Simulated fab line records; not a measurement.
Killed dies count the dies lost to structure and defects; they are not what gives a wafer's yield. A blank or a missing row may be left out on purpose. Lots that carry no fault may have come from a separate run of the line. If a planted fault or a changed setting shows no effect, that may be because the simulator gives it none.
Code-filled problem report in 8D (eight disciplines) form :: flow ritCmos :: the parts of the form that need people (team, actions taken, sign-off) are left out

== 1. THE PROBLEM ==
killedAtFrontEnd at RIT_M1_PROBE_99 reads a mean of 255 on 1 wafer of 1 lot; wafers without a fault read 7 with a standard deviation of 3. That is +83 standard deviations from the usual mean.
The first sign was on wafer L401.3 at day 6 07:16, on prober-02. The record has a number at this step for 5 wafers belonging to 2 lots. The rule behind "out" and "out of limits": a value lying over 4 standard deviations away from the usual mean. The rest of the wafers with a number are treated as sound.

== 2. WHAT IT IS, WHAT IT ISN'T ==
question: which readings at this step
is: killedAtFrontEnd, killedDies, killedOnRim
is not: killed_at_M0_to_M3, killedAtContacts, killedOpen, killedShort

question: which lots
is: L401
is not: L395

question: which wafers of those lots
is: L401.3
is not: L401.5

question: read on which tools
is: prober-02
is not: -

question: when
is: from day 6 07:16
is not: up to then (3 sound wafers); but 1 sound wafer of L401 came after

== 3. WHAT RULES OUT EACH SUSPECT ==
Counting: if a tool at a process step up to the reading ran every lot that is out, it stays a suspect. Sound lots after the first of them don't rule it out here, since some wafers of a struck lot are sound.
- rieDiel-02 at RIT_ACTIVE_ETCH_13 (etches Si3N4 in SF6, stops on SiO2, time 210 s, target depth 210 nm): kept. It ran the lot that is out, L401 (day 4 11:10).
- plasmaAsher-04 at RIT_PLDD_STRIP_09 (strips in O2, time 180 s): kept. It ran the lot that is out, L401 (day 5 16:20); its last sound lot up to then is L395 (day 4 08:10).
- rieDiel-01 at RIT_SPACER_ETCHBACK_05 (etches Si3N4 in SF6/CHF3, stops on SiO2, target depth 250 nm, time 240 s): kept. It ran the lot that is out, L401 (day 5 19:15).
- plasmaAsher-04 at RIT_PSD_STRIP_09 (strips in O2, time 180 s): kept. It ran the lot that is out, L401 (day 5 22:37); its last sound lot up to then is L395 (day 4 13:59).
- prober-02 at RIT_M1_PROBE_99: kept. It ran the lot that is out, L401 (day 6 07:16); its last sound lot up to then is L395 (day 4 22:50). Its own killedAtFrontEnd, killedDies, killedOnRim readings are out on those wafers.
- The sound lot-mates ran in chamber 0 of rieDiel-02 at RIT_ACTIVE_ETCH_13, but the wafers that are out ran in chamber 2.
- The sound lot-mates ran in chamber 0 of rieDiel-01 at RIT_SPACER_ETCHBACK_05, but the wafers that are out ran in chamber 1.
Left after counting: rieDiel-02 at RIT_ACTIVE_ETCH_13, plasmaAsher-04 at RIT_PLDD_STRIP_09, rieDiel-01 at RIT_SPACER_ETCHBACK_05, plasmaAsher-04 at RIT_PSD_STRIP_09, prober-02 at RIT_M1_PROBE_99.

== 4. THE CAUSE (what the simulator had put in) ==
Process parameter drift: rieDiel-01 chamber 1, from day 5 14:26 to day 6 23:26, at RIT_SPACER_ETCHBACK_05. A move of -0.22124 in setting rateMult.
Counting leaves 5 suspects; this tool is one of them.

== 5. THE EFFECT CHAIN, in route order ==
One row per reading whose mean, taken over the struck wafers that have a number, lies over 3 standard deviations from the usual. Only readings for which the record gives a usual standard deviation are gone through. hours: the time from each lot's start at the first step in this table that gives one to its start at this step, as a median over the lots. sigmas: the change in usual standard deviations.
hours: 0
step: RIT_M1_PROBE_99
reading: killedAtFrontEnd
usual: 7
on struck wafers: 255
change: +248
sigmas: +83

hours: 0
step: RIT_M1_PROBE_99
reading: killedDies
usual: 7
on struck wafers: 255
change: +248
sigmas: +83

hours: 0
step: RIT_M1_PROBE_99
reading: killedOnRim
usual: 2.0
on struck wafers: 68.0
change: +66.0
sigmas: +51
Process steps it contains:
- RIT_M1_PROBE_99

== 6. HOW IT WOULD HAVE BEEN CAUGHT EARLIER ==
First out-of-limits reading in this record: day 6 07:16, which is 17 hours after fault onset at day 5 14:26.
An alarm limit of 4 standard deviations would not have fired on the tool readings at RIT_SPACER_ETCHBACK_05 for which the record gives a usual standard deviation, since none of them was out on any struck wafer.
All the lots that are out (1) had begun RIT_SPACER_ETCHBACK_05 on rieDiel-01 by day 6 07:16. Had the tool been put on hold then, not one of them would have been saved.
